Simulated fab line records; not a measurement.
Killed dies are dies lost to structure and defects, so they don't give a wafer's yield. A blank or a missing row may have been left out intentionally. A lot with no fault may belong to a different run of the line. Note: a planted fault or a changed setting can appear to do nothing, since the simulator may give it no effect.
fab line records :: flow rit-cmos
[record]
  lots = 5
  wafers = 15
  last-day = 7
route steps=202 shown GATE@83 M1@202
lots that met no fault: taken from a fault-free run of the same line
start-h: hours from the record's first day to the start of the lot's first wafer shown :: wait-h: time in hours since the lot's previous step :: " unchanged from the row above :: L1.1+2: a single row standing in for several wafers :: - either no value or no given start :: * or withheld: withheld :: < > ~ a bound
route shown NAME@n: NAME is a module with steps in the file, n the number in the route of the first one :: usual: mean/standard deviation taken from wafers without a fault :: same: alike in all rows :: chamber/n: place in a boat :: sites: readings site by site :: _std_site: the values' standard deviation :: _edge_site: inner sites' mean taken away from outer sites' mean :: radius-mm: how far each site lies from the wafer's centre :: mask NAME#n: copy n :: behind: the last tool/chamber to shape the wafer :: hold: cause of the lot's hold/its duration in hours/its outcome :: device: whichever transistor did not switch (one of n, p or np) :: end of line: the tests these same wafers got at the end of their route :: step lacking rows: just its recipe :: killed: not the wafer's yield, but the dies lost to structure and defects at the first sort :: map: per-die view of a wafer (x killed, . not killed, _ where there is no die)
set.NAME: setting as actually run; set.NAME@STEP: the setting as run at that earlier step :: model.NAME: the simulator's own value behind a step, which no gauge read
certain route steps with their lots: each step a table, each wafer a row
services: the hour from which a tool's chamber was out of use, counted from the record's first day as start-h (under 0 if before that day), plus the number of hours and why
[[steps]]
[step RIT_GATE_THK_MEAS_07]
[recipe]
  reads = SiO2_of_GATE_OXIDATION_05
[usual]
  GATE_OXIDE_THK = 3.00/0.072
lot.wafer: L683.3
tool: film-metro-03
chamber: -
start-h: 83.33
wait-h: 0.0
GATE_OXIDE_THK[nm]: 2.88

lot.wafer: L683.5
tool: film-metro-03
chamber: -
start-h: 83.33
wait-h: 0.0
GATE_OXIDE_THK[nm]: 2.86

lot.wafer: L683.6
tool: film-metro-03
chamber: -
start-h: 83.33
wait-h: 0.0
GATE_OXIDE_THK[nm]: 2.92

lot.wafer: L686.2
tool: film-metro-04
chamber: -
start-h: 96.18
wait-h: 0.0
GATE_OXIDE_THK[nm]: 2.94

lot.wafer: L686.4
tool: film-metro-04
chamber: -
start-h: 96.18
wait-h: 0.0
GATE_OXIDE_THK[nm]: 2.86

lot.wafer: L686.5
tool: film-metro-04
chamber: -
start-h: 96.18
wait-h: 0.0
GATE_OXIDE_THK[nm]: 2.89

lot.wafer: L692.2
tool: film-metro-02
chamber: -
start-h: 126.07
wait-h: 0.0
GATE_OXIDE_THK[nm]: 2.96

lot.wafer: L692.3
tool: film-metro-02
chamber: -
start-h: 126.07
wait-h: 0.0
GATE_OXIDE_THK[nm]: 3.10

lot.wafer: L692.5
tool: film-metro-02
chamber: -
start-h: 126.07
wait-h: 0.0
GATE_OXIDE_THK[nm]: 3.00

lot.wafer: L695.1
tool: film-metro-02
chamber: -
start-h: 140.41
wait-h: 0.0
GATE_OXIDE_THK[nm]: 3.06

lot.wafer: L695.4
tool: film-metro-02
chamber: -
start-h: 140.41
wait-h: 0.0
GATE_OXIDE_THK[nm]: 3.05

lot.wafer: L695.6
tool: film-metro-02
chamber: -
start-h: 140.41
wait-h: 0.0
GATE_OXIDE_THK[nm]: 2.99

lot.wafer: L697.1
tool: film-metro-04
chamber: -
start-h: 150.06
wait-h: 0.0
GATE_OXIDE_THK[nm]: 3.02

lot.wafer: L697.2
tool: film-metro-04
chamber: -
start-h: 150.06
wait-h: 0.0
GATE_OXIDE_THK[nm]: 3.10

lot.wafer: L697.6
tool: film-metro-04
chamber: -
start-h: 150.06
wait-h: 0.0
GATE_OXIDE_THK[nm]: 3.03
[step RIT_GATE_CVD_08]
[recipe]
  material = poly-Si
  target-thk-nm = 250
  temp-c = 610
  precursor = SiH4
  time-s = 2220
  pressure-mtorr = 300
  sih4-flow-sccm = 100
[step RIT_GATE_THK_MEAS_09]
[recipe]
  reads = poly-Si_of_GATE_CVD_08
[usual]
  GATE_POLY_THK = 248.5/2.4
lot.wafer: L683.3
tool: film-metro-03
chamber: -
start-h: 86.96
wait-h: 0.0
GATE_POLY_THK[nm]: 249.4

lot.wafer: L683.5
tool: film-metro-03
chamber: -
start-h: 86.96
wait-h: 0.0
GATE_POLY_THK[nm]: 247.6

lot.wafer: L683.6
tool: film-metro-03
chamber: -
start-h: 86.96
wait-h: 0.0
GATE_POLY_THK[nm]: 250.5

lot.wafer: L686.2
tool: film-metro-03
chamber: -
start-h: 98.66
wait-h: 0.0
GATE_POLY_THK[nm]: 251.5

lot.wafer: L686.4
tool: film-metro-03
chamber: -
start-h: 98.66
wait-h: 0.0
GATE_POLY_THK[nm]: 251.1

lot.wafer: L686.5
tool: film-metro-03
chamber: -
start-h: 98.66
wait-h: 0.0
GATE_POLY_THK[nm]: 251.3

lot.wafer: L692.2
tool: film-metro-04
chamber: -
start-h: 127.75
wait-h: 0.0
GATE_POLY_THK[nm]: 252.9

lot.wafer: L692.3
tool: film-metro-04
chamber: -
start-h: 127.75
wait-h: 0.0
GATE_POLY_THK[nm]: 251.9

lot.wafer: L692.5
tool: film-metro-04
chamber: -
start-h: 127.75
wait-h: 0.0
GATE_POLY_THK[nm]: 253.5

lot.wafer: L695.1
tool: film-metro-03
chamber: -
start-h: 142.89
wait-h: 0.0
GATE_POLY_THK[nm]: 247.3

lot.wafer: L695.4
tool: film-metro-03
chamber: -
start-h: 142.89
wait-h: 0.0
GATE_POLY_THK[nm]: 246.5

lot.wafer: L695.6
tool: film-metro-03
chamber: -
start-h: 142.89
wait-h: 0.0
GATE_POLY_THK[nm]: 247.2

lot.wafer: L697.1
tool: film-metro-03
chamber: -
start-h: 151.74
wait-h: 0.0
GATE_POLY_THK[nm]: 251.7

lot.wafer: L697.2
tool: film-metro-03
chamber: -
start-h: 151.74
wait-h: 0.0
GATE_POLY_THK[nm]: 253.2

lot.wafer: L697.6
tool: film-metro-03
chamber: -
start-h: 151.74
wait-h: 0.0
GATE_POLY_THK[nm]: 251.0
[step RIT_GATE_HMDS_10]
[recipe]
  prime-time-s = 60
  prime-temp-c = 140
[step RIT_GATE_COAT_11]
[recipe]
  resist = NOVOLAK
  spin-rpm = 4250
  resist-thk-nm = 850
[step RIT_GATE_SOFTBAKE_12]
[recipe]
  resist = NOVOLAK
  temp-c = 90
  time-s = 60
[step RIT_GATE_EXPOSE_13]
[recipe]
  mask-id = M6
  na = 0.6
  source-shape = conventional
  sigma-outer = 0.6
  target-cd-nm = 150
  dose-mj = 380
[step RIT_GATE_PEB_14]
[recipe]
  resist = NOVOLAK
  temp-c = withheld
  time-s = withheld
[step RIT_GATE_DEVELOP_15]
[recipe]
  resist = NOVOLAK
  develop-time-s = 50
  dev-temp-c = 23
[step RIT_GATE_CD_MEAS_16]
[recipe]
  target-cd-nm = 150
[usual]
  cd-nm = 151/3.1
lot.wafer: L683.3
tool: cd-sem-01
chamber: -
start-h: 88.01
wait-h: -
cd-nm: 151

lot.wafer: L683.5
tool: cd-sem-01
chamber: -
start-h: 88.01
wait-h: -
cd-nm: 152

lot.wafer: L683.6
tool: cd-sem-01
chamber: -
start-h: 88.01
wait-h: -
cd-nm: 152

lot.wafer: L686.2
tool: cd-sem-02
chamber: -
start-h: 99.80
wait-h: -
cd-nm: 150

lot.wafer: L686.4
tool: cd-sem-02
chamber: -
start-h: 99.80
wait-h: -
cd-nm: 150

lot.wafer: L686.5
tool: cd-sem-02
chamber: -
start-h: 99.80
wait-h: -
cd-nm: 147

lot.wafer: L692.2
tool: cd-sem-02
chamber: -
start-h: 128.79
wait-h: -
cd-nm: 151

lot.wafer: L692.3
tool: cd-sem-02
chamber: -
start-h: 128.79
wait-h: -
cd-nm: 152

lot.wafer: L692.5
tool: cd-sem-02
chamber: -
start-h: 128.79
wait-h: -
cd-nm: 153

lot.wafer: L695.1
tool: cd-sem-01
chamber: -
start-h: 144.07
wait-h: -
cd-nm: 150

lot.wafer: L695.4
tool: cd-sem-01
chamber: -
start-h: 144.07
wait-h: -
cd-nm: 152

lot.wafer: L695.6
tool: cd-sem-01
chamber: -
start-h: 144.07
wait-h: -
cd-nm: 152

lot.wafer: L697.1
tool: cd-sem-02
chamber: -
start-h: 152.84
wait-h: -
cd-nm: 148

lot.wafer: L697.2
tool: cd-sem-02
chamber: -
start-h: 152.84
wait-h: -
cd-nm: 147

lot.wafer: L697.6
tool: cd-sem-02
chamber: -
start-h: 152.84
wait-h: -
cd-nm: 148
[step RIT_GATE_OVL_MEAS_17]
[usual]
  GATE_OVL = 1.3/1.4
lot.wafer: L683.3
tool: overlay-01
chamber: -
start-h: 88.10
wait-h: 0.1
GATE_OVL[nm]: 1.3

lot.wafer: L683.5
tool: overlay-01
chamber: -
start-h: 88.10
wait-h: 0.1
GATE_OVL[nm]: 0.9

lot.wafer: L683.6
tool: overlay-01
chamber: -
start-h: 88.10
wait-h: 0.1
GATE_OVL[nm]: 1.0

lot.wafer: L686.2
tool: overlay-02
chamber: -
start-h: 99.90
wait-h: 0.1
GATE_OVL[nm]: 2.4

lot.wafer: L686.4
tool: overlay-02
chamber: -
start-h: 99.90
wait-h: 0.1
GATE_OVL[nm]: 1.9

lot.wafer: L686.5
tool: overlay-02
chamber: -
start-h: 99.90
wait-h: 0.1
GATE_OVL[nm]: 0.3

lot.wafer: L692.2
tool: overlay-01
chamber: -
start-h: 128.90
wait-h: 0.1
GATE_OVL[nm]: 4.6

lot.wafer: L692.3
tool: overlay-01
chamber: -
start-h: 128.90
wait-h: 0.1
GATE_OVL[nm]: 1.5

lot.wafer: L692.5
tool: overlay-01
chamber: -
start-h: 128.90
wait-h: 0.1
GATE_OVL[nm]: 3.7

lot.wafer: L695.1
tool: overlay-01
chamber: -
start-h: 144.19
wait-h: 0.1
GATE_OVL[nm]: -0.3

lot.wafer: L695.4
tool: overlay-01
chamber: -
start-h: 144.19
wait-h: 0.1
GATE_OVL[nm]: 0.0

lot.wafer: L695.6
tool: overlay-01
chamber: -
start-h: 144.19
wait-h: 0.1
GATE_OVL[nm]: 0.7

lot.wafer: L697.1
tool: overlay-02
chamber: -
start-h: 152.96
wait-h: 0.1
GATE_OVL[nm]: 2.4

lot.wafer: L697.2
tool: overlay-02
chamber: -
start-h: 152.96
wait-h: 0.1
GATE_OVL[nm]: 3.6

lot.wafer: L697.6
tool: overlay-02
chamber: -
start-h: 152.96
wait-h: 0.1
GATE_OVL[nm]: 2.9
[step RIT_GATE_HARDBAKE_18]
[recipe]
  resist = NOVOLAK
  temp-c = 140
  time-s = 60
[step RIT_GATE_ETCH_19]
[recipe]
  chemistry = SF6/CHF3/O2
  time-s = 165
  SF6_flow_sccm = 30
  CHF3_flow_sccm = 30
  O2_flow_sccm = 5
  target = poly-Si
  pressure-mtorr = 40
  rf-w = 160
  target-depth-a = 3125
  over-etch-frac = 0.25
  stop-on = SiO2
[usual]
  drypump-motor-current-A = 6.0/0.41
  oes-product-au = 0.838/0.014
  over-etch-frac = 0.25/0
  throttle-valve-pct = 10.20/0.18
lot.wafer: L683.3
tool: rie-si-01
chamber: 2
start-h: 88.28
wait-h: 0.1
drypump-motor-current-A: 5.9
oes-product-au: 0.861
over-etch-frac: 0.25
rf-hours-counter-h: 3
throttle-valve-pct: 9.96
model.NOVOLAK_of_GATE_COAT_11.thk-nm: 671.4

lot.wafer: L683.5
tool: rie-si-01
chamber: 3
start-h: 88.28
wait-h: 0.1
drypump-motor-current-A: 6.5
oes-product-au: 0.832
over-etch-frac: 0.25
rf-hours-counter-h: -
throttle-valve-pct: 10.34
model.NOVOLAK_of_GATE_COAT_11.thk-nm: 667.9

lot.wafer: L683.6
tool: rie-si-01
chamber: 2
start-h: 88.28
wait-h: 0.1
drypump-motor-current-A: 5.9
oes-product-au: 0.872
over-etch-frac: 0.25
rf-hours-counter-h: -
throttle-valve-pct: 9.96
model.NOVOLAK_of_GATE_COAT_11.thk-nm: 670.4

lot.wafer: L686.2
tool: rie-si-02
chamber: 1
start-h: 100.08
wait-h: 0.1
drypump-motor-current-A: 6.4
oes-product-au: 0.837
over-etch-frac: 0.25
rf-hours-counter-h: 103
throttle-valve-pct: 10.21
model.NOVOLAK_of_GATE_COAT_11.thk-nm: 671.9

lot.wafer: L686.4
tool: rie-si-02
chamber: 2
start-h: 100.08
wait-h: 0.1
drypump-motor-current-A: 6.1
oes-product-au: 0.847
over-etch-frac: 0.25
rf-hours-counter-h: 114
throttle-valve-pct: 10.30
model.NOVOLAK_of_GATE_COAT_11.thk-nm: 670.3

lot.wafer: L686.5
tool: rie-si-02
chamber: 3
start-h: 100.08
wait-h: 0.1
drypump-motor-current-A: 6.3
oes-product-au: 0.842
over-etch-frac: 0.25
rf-hours-counter-h: -
throttle-valve-pct: 10.03
model.NOVOLAK_of_GATE_COAT_11.thk-nm: 667.4

lot.wafer: L692.2
tool: rie-si-02
chamber: 0
start-h: 129.08
wait-h: 0.1
drypump-motor-current-A: 5.5
oes-product-au: 0.835
over-etch-frac: 0.25
rf-hours-counter-h: 96
throttle-valve-pct: 10.02
model.NOVOLAK_of_GATE_COAT_11.thk-nm: 666.3

lot.wafer: L692.3
tool: rie-si-02
chamber: 3
start-h: 129.08
wait-h: 0.1
drypump-motor-current-A: 6.3
oes-product-au: 0.795
over-etch-frac: 0.39251
rf-hours-counter-h: 48
throttle-valve-pct: 10.04
model.NOVOLAK_of_GATE_COAT_11.thk-nm: 656.1

lot.wafer: L692.5
tool: rie-si-02
chamber: 0
start-h: 129.08
wait-h: 0.1
drypump-motor-current-A: 5.6
oes-product-au: 0.834
over-etch-frac: 0.25
rf-hours-counter-h: -
throttle-valve-pct: 9.99
model.NOVOLAK_of_GATE_COAT_11.thk-nm: 666.8

lot.wafer: L695.1
tool: rie-si-01
chamber: 0
start-h: 144.37
wait-h: 0.1
drypump-motor-current-A: 5.7
oes-product-au: 0.821
over-etch-frac: 0.25
rf-hours-counter-h: 16
throttle-valve-pct: 10.51
model.NOVOLAK_of_GATE_COAT_11.thk-nm: 669.3

lot.wafer: L695.4
tool: rie-si-01
chamber: 1
start-h: 144.37
wait-h: 0.1
drypump-motor-current-A: 5.3
oes-product-au: 0.818
over-etch-frac: 0.25
rf-hours-counter-h: 115
throttle-valve-pct: 10.33
model.NOVOLAK_of_GATE_COAT_11.thk-nm: 668.4

lot.wafer: L695.6
tool: rie-si-01
chamber: 2
start-h: 144.37
wait-h: 0.1
drypump-motor-current-A: 5.9
oes-product-au: 0.858
over-etch-frac: 0.25
rf-hours-counter-h: -
throttle-valve-pct: 9.97
model.NOVOLAK_of_GATE_COAT_11.thk-nm: 670.8

lot.wafer: L697.1
tool: rie-si-01
chamber: 0
start-h: 153.15
wait-h: 0.1
drypump-motor-current-A: 5.7
oes-product-au: 0.833
over-etch-frac: 0.25
rf-hours-counter-h: 16
throttle-valve-pct: 10.52
model.NOVOLAK_of_GATE_COAT_11.thk-nm: 670.8

lot.wafer: L697.2
tool: rie-si-01
chamber: 2
start-h: 153.15
wait-h: 0.1
drypump-motor-current-A: 5.9
oes-product-au: 0.871
over-etch-frac: 0.25
rf-hours-counter-h: 3
throttle-valve-pct: 9.97
model.NOVOLAK_of_GATE_COAT_11.thk-nm: 671.2

lot.wafer: L697.6
tool: rie-si-01
chamber: 3
start-h: 153.15
wait-h: 0.1
drypump-motor-current-A: 6.4
oes-product-au: 0.853
over-etch-frac: 0.25
rf-hours-counter-h: -
throttle-valve-pct: 10.34
model.NOVOLAK_of_GATE_COAT_11.thk-nm: 669.8
[step RIT_GATE_STRIP_20]
[recipe]
  chemistry = O2
  time-s = 180
  resist = NOVOLAK
  platen-temp-c = withheld
  power-w = 500
  pressure-mtorr = 4000
  o2-flow-sccm = 4000
[usual]
  drypump-motor-current-A = 5.6/0.37
lot.wafer: L683.3
tool: plasma-asher-01
chamber: 1
start-h: 88.45
wait-h: 0.1
drypump-motor-current-A: 5.5
rf-hours-counter-h: -

lot.wafer: L683.5
tool: plasma-asher-01
chamber: 0
start-h: 88.45
wait-h: 0.1
drypump-motor-current-A: 5.4
rf-hours-counter-h: -

lot.wafer: L683.6
tool: plasma-asher-01
chamber: 1
start-h: 88.45
wait-h: 0.1
drypump-motor-current-A: 5.6
rf-hours-counter-h: -

lot.wafer: L686.2
tool: plasma-asher-01
chamber: 0
start-h: 100.19
wait-h: 0.1
drypump-motor-current-A: 5.4
rf-hours-counter-h: 29

lot.wafer: L686.4
tool: plasma-asher-01
chamber: 0
start-h: 100.19
wait-h: 0.1
drypump-motor-current-A: 5.4
rf-hours-counter-h: -

lot.wafer: L686.5
tool: plasma-asher-01
chamber: 0
start-h: 100.19
wait-h: 0.1
drypump-motor-current-A: 5.4
rf-hours-counter-h: -

lot.wafer: L692.2
tool: plasma-asher-02
chamber: 1
start-h: 129.19
wait-h: 0.1
drypump-motor-current-A: 5.3
rf-hours-counter-h: 46

lot.wafer: L692.3
tool: plasma-asher-02
chamber: 0
start-h: 129.19
wait-h: 0.1
drypump-motor-current-A: 6.1
rf-hours-counter-h: -

lot.wafer: L692.5
tool: plasma-asher-02
chamber: 0
start-h: 129.19
wait-h: 0.1
drypump-motor-current-A: 6.1
rf-hours-counter-h: -

lot.wafer: L695.1
tool: plasma-asher-02
chamber: 1
start-h: 144.48
wait-h: 0.1
drypump-motor-current-A: 5.3
rf-hours-counter-h: 48

lot.wafer: L695.4
tool: plasma-asher-02
chamber: 1
start-h: 144.48
wait-h: 0.1
drypump-motor-current-A: 5.3
rf-hours-counter-h: -

lot.wafer: L695.6
tool: plasma-asher-02
chamber: 0
start-h: 144.48
wait-h: 0.1
drypump-motor-current-A: 6.1
rf-hours-counter-h: -

lot.wafer: L697.1
tool: plasma-asher-02
chamber: 0
start-h: 153.25
wait-h: 0.1
drypump-motor-current-A: 6.1
rf-hours-counter-h: 49

lot.wafer: L697.2
tool: plasma-asher-02
chamber: 1
start-h: 153.25
wait-h: 0.1
drypump-motor-current-A: 5.3
rf-hours-counter-h: 49

lot.wafer: L697.6
tool: plasma-asher-02
chamber: 0
start-h: 153.25
wait-h: 0.1
drypump-motor-current-A: 6.1
rf-hours-counter-h: -
[step RIT_M1_PROBE_99]
[usual]
  killed-at-front-end = 6.5/2.8
  killed-dies = 6.6/2.8
  killed-open = 3.5/2
  killed-short = 3.2/1.8
[same]
  gross-dies = 264
  killed_at_M0_to_M3 = 0
  killed_at_M4_up = 0
  killed-at-back-side = 0
  killed-at-contacts = 0
  killed-at-other = 0
lot.wafer: L683.3
tool: prober-02
chamber: -
start-h: 107.99
wait-h: 0.2
killed-at-front-end: 3
killed-dies: 3
killed-open: 2
killed-short: 1

lot.wafer: L683.5
tool: prober-02
chamber: -
start-h: 108.09
wait-h: 0.2
killed-at-front-end: 5
killed-dies: 5
killed-open: 1
killed-short: 4

lot.wafer: L683.6
tool: prober-02
chamber: -
start-h: 108.14
wait-h: 0.2
killed-at-front-end: 7
killed-dies: 7
killed-open: 2
killed-short: 5

lot.wafer: L686.2
tool: prober-01
chamber: -
start-h: 121.15
wait-h: 0.1
killed-at-front-end: 3
killed-dies: 3
killed-open: 1
killed-short: 2

lot.wafer: L686.4
tool: prober-01
chamber: -
start-h: 121.25
wait-h: 0.2
killed-at-front-end: 10
killed-dies: 10
killed-open: 7
killed-short: 3

lot.wafer: L686.5
tool: prober-01
chamber: -
start-h: 121.30
wait-h: 0.2
killed-at-front-end: 10
killed-dies: 10
killed-open: 8
killed-short: 2

lot.wafer: L692.2
tool: prober-02
chamber: -
start-h: 152.38
wait-h: 0.1
killed-at-front-end: 5
killed-dies: 5
killed-open: 2
killed-short: 3

lot.wafer: L692.3
tool: prober-02
chamber: -
start-h: 152.43
wait-h: 0.2
killed-at-front-end: 4
killed-dies: 4
killed-open: 3
killed-short: 1

lot.wafer: L692.5
tool: prober-02
chamber: -
start-h: 152.53
wait-h: 0.2
killed-at-front-end: 11
killed-dies: 11
killed-open: 5
killed-short: 6

lot.wafer: L695.1
tool: prober-01
chamber: -
start-h: 166.15
wait-h: 0.1
killed-at-front-end: 5
killed-dies: 5
killed-open: 2
killed-short: 3

lot.wafer: L695.4
tool: prober-01
chamber: -
start-h: 166.30
wait-h: 0.2
killed-at-front-end: 10
killed-dies: 10
killed-open: 3
killed-short: 7

lot.wafer: L695.6
tool: prober-01
chamber: -
start-h: 166.40
wait-h: 0.2
killed-at-front-end: 7
killed-dies: 7
killed-open: 3
killed-short: 4

lot.wafer: L697.1
tool: prober-01
chamber: -
start-h: 174.73
wait-h: 0.1
killed-at-front-end: 6
killed-dies: 6
killed-open: 4
killed-short: 2

lot.wafer: L697.2
tool: prober-01
chamber: -
start-h: 174.78
wait-h: 0.1
killed-at-front-end: 10
killed-dies: 10
killed-open: 4
killed-short: 6

lot.wafer: L697.6
tool: prober-01
chamber: -
start-h: 174.98
wait-h: 0.2
killed-at-front-end: 6
killed-dies: 6
killed-open: 2
killed-short: 4
// killed by level:class
L683.3 GATE:geometric-particle:short=1 REOX:geometric-particle:open=1 SILICIDE:geometric-particle:open=1
L683.5 GATE:geometric-particle:short=2 FOX1:geometric-particle:short=1 GATE:geometric-particle:open=1 SPACER:geometric-particle:short=1
L683.6 FOX1:geometric-particle:short=2 REOX:geometric-particle:short=2 ACTIVE:geometric-particle:short=1 GATE:geometric-particle:open=1 REOX:geometric-particle:open=1
L686.2 FOX1:geometric-particle:open=1 GATE:geometric-particle:short=1 REOX:geometric-particle:short=1
L686.4 GATE:geometric-particle:short=3 GATE:geometric-particle:open=3 FOX2:geometric-particle:open=1 REOX:geometric-particle:open=1 SPACER:geometric-particle:open=1 SILICIDE:geometric-particle:open=1
L686.5 REOX:geometric-particle:open=3 GATE:geometric-particle:open=2 ACTIVE:geometric-particle:short=1 FOX1:geometric-particle:short=1 FOX1:geometric-particle:open=1 SPACER:geometric-particle:open=1 SILICIDE:geometric-particle:open=1
L692.2 GATE:geometric-particle:short=2 REOX:geometric-particle:open=2 REOX:geometric-particle:short=1
L692.3 GATE:geometric-particle:open=2 FOX1:geometric-particle:short=1 SPACER:geometric-particle:open=1
L692.5 REOX:geometric-particle:short=3 GATE:geometric-particle:open=2 SILICIDE:geometric-particle:short=2 ACTIVE:geometric-particle:open=1 FOX1:geometric-particle:open=1 FOX2:geometric-particle:open=1 GATE:geometric-particle:short=1
L695.1 GATE:geometric-particle:open=2 GATE:geometric-particle:short=1 SPACER:geometric-particle:short=1 SILICIDE:geometric-particle:short=1
L695.4 GATE:geometric-particle:short=3 SILICIDE:geometric-particle:short=2 FOX1:geometric-particle:short=1 FOX2:geometric-particle:short=1 GATE:geometric-particle:open=1 REOX:geometric-particle:open=1 SILICIDE:geometric-particle:open=1
L695.6 GATE:geometric-particle:short=2 REOX:geometric-particle:short=2 SPACER:geometric-particle:open=2 FOX1:geometric-particle:open=1
L697.1 FOX1:geometric-particle:open=1 FOX2:geometric-particle:open=1 GATE:geometric-particle:short=1 GATE:geometric-particle:open=1 REOX:geometric-particle:open=1 SPACER:geometric-particle:short=1
L697.2 GATE:geometric-particle:open=3 FOX1:geometric-particle:short=2 GATE:geometric-particle:short=2 FOX2:geometric-particle:short=1 REOX:geometric-particle:short=1 SPACER:geometric-particle:open=1
L697.6 GATE:geometric-particle:short=3 FOX2:geometric-particle:open=2 SILICIDE:geometric-particle:short=1
[[services]]
tool: rie-si-02
chamber: -
start-h: 88.55
hours: 1.3
kind: repair

tool: rie-si-02
chamber: 0
start-h: 95.80
hours: 2.2
kind: repair

tool: rie-si-01
chamber: 3
start-h: 102.43
hours: -
kind: clean

tool: rie-si-01
chamber: 3
start-h: 102.43
hours: 20.4
kind: scheduled-down

tool: rie-si-01
chamber: 3
start-h: 102.43
hours: 20.4
kind: vent-cycle

tool: plasma-asher-02
chamber: -
start-h: 105.30
hours: 1.3
kind: repair
[[key]]
[first-sign]
  step = RIT_GATE_ETCH_19
  reading = over-etch-frac
  direction = up
  sigmas = 99+
  usual = 0.25
  struck = 0.39251
[effect]
  step = RIT_GATE_ETCH_19
  reading = oes-product-au
  direction = down
  sigmas = 3
  usual = 0.838
  struck = 0.795
[model-effect]
  step = RIT_GATE_ETCH_19
  value = NOVOLAK_of_GATE_COAT_11.thk-nm
  without = 665.5
  struck = 656.1
met-at RIT_GATE_ETCH_19
struck-wafers L692.3
tester-left-out L692
onset-between 100.08 129.08
[fault]
  kind = process-parameter-drift
  tool = rie-si-02
  chamber = 3
  onset-h = 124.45
  steps = RIT_GATE_ETCH_19
  channel = over-etch-frac
  offset = 0.14251
  shape = step
  end-h = 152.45
  stated = 0.25
// tester-left-out: of these lots the tester's yield and bins aren't shown, on N5 and GAA mostly nor the transistor test; their killed dies are dies lost to structure and defects alone, not to doping, threshold or leakage, so they don't give the yield
